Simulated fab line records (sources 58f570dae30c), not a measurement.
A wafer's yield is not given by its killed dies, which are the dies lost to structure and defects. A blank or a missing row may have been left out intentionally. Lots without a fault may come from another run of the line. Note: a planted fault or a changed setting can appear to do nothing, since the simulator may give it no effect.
Which tool is to blame? | flow berkeley_cmos170 | 42 wafers from 14 lots sampled at 2 of the route's 331 steps

== WHAT EACH GAUGE READ, for each wafer ==
UCB170_GATE_OVL_MEAS_13. Usual: GATE_OVL 1 nm, standard deviation 4.7.
lot  | measured     | on         | GATE_OVL (nm) | flag
L724 | day 7 08:02  | overlay-01 | -2 1 -3       |
L725 | day 7 08:31  | overlay-02 | -1 -4 -4      |
L728 | day 8 09:11  | overlay-02 | -1 0 -2       |
L731 | day 8 09:19  | overlay-01 | 3 -1 4        |
L726 | day 8 09:26  | overlay-02 | 0 0 -6        |
L730 | day 8 09:33  | overlay-01 | 8 11 8        |
L727 | day 8 10:16  | overlay-01 | 1 2 5         |
L729 | day 8 10:45  | overlay-01 | 10 7 8        |
L734 | day 8 21:50  | overlay-01 | 9 4 3         |
L739 | day 10 04:36 | overlay-01 | -5 -3 2       |
L743 | day 11 09:11 | overlay-01 | -2 3 -3       |
L746 | day 11 09:21 | overlay-02 | 1 3 3         |
L745 | day 11 09:28 | overlay-01 | -4 1 0        |
L742 | day 11 10:05 | overlay-01 | -2 -6 -6      |

UCB170_V2_THK_MEAS_01. Usual: V2_TEOS_THK 1999 nm, standard deviation 23.
lot  | measured     | on            | V2_TEOS_THK (nm) | flag
L724 | day 8 21:13  | film_metro-03 | 1976 1975 2015   |
L725 | day 8 18:24  | film_metro-02 | 2001 2033 2027   |
L728 | day 10 01:34 | film_metro-03 | 2000 2018 2019   |
L731 | day 9 18:02  | film_metro-02 | 2025 2027 2028   |
L726 | day 10 02:15 | film_metro-03 | 1971 2004 2006   |
L730 | day 9 23:08  | film_metro-03 | 1990 1991 2004   |
L727 | day 10 02:41 | film_metro-04 | 1974 2032 2015   |
L729 | day 10 02:17 | film_metro-02 | 2016 1989 2003   |
L734 | day 10 14:40 | film_metro-02 | 1990 2010 2027   |
L739 | day 11 13:59 | film_metro-04 | 1985 2016 1996   |
L743 | day 12 12:47 | film_metro-03 | 1965 1995 2015   |
L746 | day 12 14:38 | film_metro-02 | 1969 1968 1970   |
L745 | day 12 16:56 | film_metro-04 | 1938 1989 1985   |
L742 | day 12 19:17 | film_metro-03 | 1993 2027 2029   |

== TOOL THAT RAN EACH LOT (tool first, then ch and the chambers of the sampled wafers, then the start) ==
The record holds no process step before these readings.

== AS READ BY THE TOOLS THEMSELVES (means over the sampled wafers that have a number; for cases with no such wafer, the mark the record gives instead) ==
The record holds no such reading with a usual standard deviation.

== THE ANSWER, worked out from the rows above alone ==
Rule: a lot is off if the mean of its wafers that have a number lies more than 3 standard deviations from the usual mean. A lot without any number at a reading at which 4 lots or more have one is off too. The other lots that the step has rows for count as sound. Order of review: gauges by route order, followed by the tools' own readings, for which a lot's mean as printed above is used. At the first step where some lot is off, the reading lying furthest off is the one used; lots without a number count as furthest.
None of the lots is off at any reading shown; this tells nothing.

== WHAT THE SIMULATOR HAD INSERTED ==
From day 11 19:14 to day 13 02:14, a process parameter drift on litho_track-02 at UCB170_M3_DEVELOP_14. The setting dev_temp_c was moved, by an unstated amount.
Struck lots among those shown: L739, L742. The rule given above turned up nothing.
